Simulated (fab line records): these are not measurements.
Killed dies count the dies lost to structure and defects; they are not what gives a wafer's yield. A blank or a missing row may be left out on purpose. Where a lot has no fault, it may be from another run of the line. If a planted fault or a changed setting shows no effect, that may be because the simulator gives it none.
Which tool was responsible? | flow berkeleyCmos170 | Sampling: 6 lots, 18 wafers, 2 of 331 route steps

== WHAT EACH GAUGE READ, for each wafer ==
UCB170_NWELL_OVL_MEAS_12.
lot  | measured    | on         | NWELL_OVL (nm)
L682 | day 3 02:01 | overlay-01 | 0 0 2
L686 | day 4 03:19 | overlay-01 | -8 -9 -3
L689 | day 4 11:52 | overlay-01 | -1 3 -6
L691 | day 4 19:13 | overlay-01 | 3 2 4
L695 | day 5 21:44 | overlay-01 | 6 1 3
L701 | day 7 07:29 | overlay-01 | -7 8 -11

== WHAT TOOL EACH LOT RAN ON (gives the tool, then ch and the chambers of the sampled wafers, and finally the start) ==
lot  | UCB170_NWELL_EXPOSE_09
L682 | krfScanner-02 ch 0, day 3 01:20
L686 | krfScanner-01 ch 0, day 4 02:56
L689 | krfScanner-01 ch 0, day 4 11:02
L691 | krfScanner-02 ch 0, day 4 18:50
L695 | krfScanner-02 ch 0, day 5 21:22
L701 | krfScanner-02 ch 0, day 7 07:05
- UCB170_NWELL_EXPOSE_09: exposes mask NWELL, target cd 3000 nm.

== THE ANSWER, worked out from the rows above alone ==
Rule: the lots themselves supply what counts as usual. Put in order of their means at a reading, lots are off if they are a third of the lots or fewer, leave a main group of 4 or more, and stand apart from it by a gap of 3 or more times the standard deviation of the main group's means; of several such gaps the widest counts. Not used: any main group whose means are identical at the precision the tables above print for the reading. Also off: a lot with no number at a reading for which 4 or more lots have one. All remaining lots with rows at the step are treated as sound.
No lot is off at any reading shown: from this, nothing can be told.

== WHAT THE SIMULATOR PUT IN ==
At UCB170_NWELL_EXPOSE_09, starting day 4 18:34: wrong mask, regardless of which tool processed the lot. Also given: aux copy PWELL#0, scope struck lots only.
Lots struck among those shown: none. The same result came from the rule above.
